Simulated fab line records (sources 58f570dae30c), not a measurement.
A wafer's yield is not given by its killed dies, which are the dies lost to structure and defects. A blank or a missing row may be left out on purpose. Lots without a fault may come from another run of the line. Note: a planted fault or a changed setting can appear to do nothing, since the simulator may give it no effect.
Split-lot experiment    flow berkeleyCmos170    23 wafers read from 5 lots, route of 331 steps

== ON THE SPLIT ==
At UCB170_V2_PEB_10, the setting pebTempC was moved away from the recipe's 130 C on 9 of the 23 wafers read, by +1.1% to +1.8%. All remaining wafers had this setting at the recipe value.

== FROM SPLIT TO READING: 1 step shown by the file between the two ==
- UCB170_V2_DEVELOP_11: develop time 45 s

== THE READING ==
cdNm (nm) at UCB170_V2_CD_MEAS_12, where the cd target is 700 nm. A value of 700.8 nm with a standard deviation of 1.8 nm is what fault-free wafers of this fab line usually give.

wafer   tool, chamber at the split  pebTempC as run, C  against the recipe  cdNm, nm  against lot-mates on the recipe
L075.1  lithoTrack-04, 0            131.4               +1.1%               710.3     +9.6
L075.2  lithoTrack-04, 0            130                 recipe              700.9     -
L075.3  lithoTrack-04, 0            131.4               +1.1%               708.6     +7.9
L075.5  lithoTrack-04, 0            130                 recipe              700.5     -
L075.6  lithoTrack-04, 0            131.4               +1.1%               710.7     +10.0
L076.1  lithoTrack-01, 0            130                 recipe              700.7     -
L076.2  lithoTrack-01, 0            130                 recipe              701.9     -
L076.3  lithoTrack-01, 0            132.3               +1.8%               715.2     +13.9
L076.4  lithoTrack-01, 0            132.3               +1.8%               715.1     +13.8
L076.5  lithoTrack-01, 0            132.3               +1.8%               714.9     +13.6
L080.1  lithoTrack-04, 0            130                 recipe              700.0     -
L080.3  lithoTrack-04, 0            130                 recipe              700.4     -
L080.5  lithoTrack-04, 0            130                 recipe              701.1     -
L081.2  lithoTrack-01, 0            130                 recipe              699.4     -
L081.3  lithoTrack-01, 0            130                 recipe              699.5     -
L081.4  lithoTrack-01, 0            130                 recipe              701.1     -
L081.5  lithoTrack-01, 0            130                 recipe              700.5     -
L081.6  lithoTrack-01, 0            130                 recipe              698.6     -
L082.1  lithoTrack-01, 0            131.9               +1.5%               714.2     +12.0
L082.2  lithoTrack-01, 0            130                 recipe              702.3     -
L082.3  lithoTrack-01, 0            131.9               +1.5%               714.3     +12.0
L082.4  lithoTrack-01, 0            130                 recipe              702.2     -
L082.5  lithoTrack-01, 0            131.9               +1.5%               713.9     +11.6

THE FIT
A straight line over all 23 wafers: cdNm changes by +8.56 nm for each +1% of pebTempC; r = +0.99; the points scatter about the line by 1 nm.
The same after taking each lot's own level away (the mean of its wafers on the recipe; 23 wafers): +8 nm for each +1%; r = +0.99; scatter 0.67 nm.
Per that fit: largest pebTempC move, reading shift of 14 nm.
The lots' own levels span 699.82 to 702.25 nm, that is 1.4 times the standard deviation above.
Hence the lot-to-lot level has little effect on the slope; both slopes agree.
Check: with one of the wafers moved furthest among these (+1.8%) left out of the fit, the line predicts +14.3 nm for it against its lot-mates. It came out at +13.9 nm against them.

== OTHER SPLITS ON THESE WAFERS ==
Note: prior to the reading, these wafers also went through further splits. Each is held against what the fit with the lots' levels taken away leaves over:
other split on the same wafers  wafers away from the commonest value  r with cdNm (lot level and that fit taken away)
UCB170_CONTACT_PEB_13 pebTempC  8                                     +0.00
UCB170_M1_SPUTTER_00 powerW     7                                     -0.06
UCB170_M2_SPUTTER_01 timeS      5                                     +0.09
UCB170_M2_COAT_05 spinRpm       8                                     +0.37

== FILE'S OWN FIT ==
cdNm changes by +8.03 nm for each +1% of pebTempC, r = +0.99.
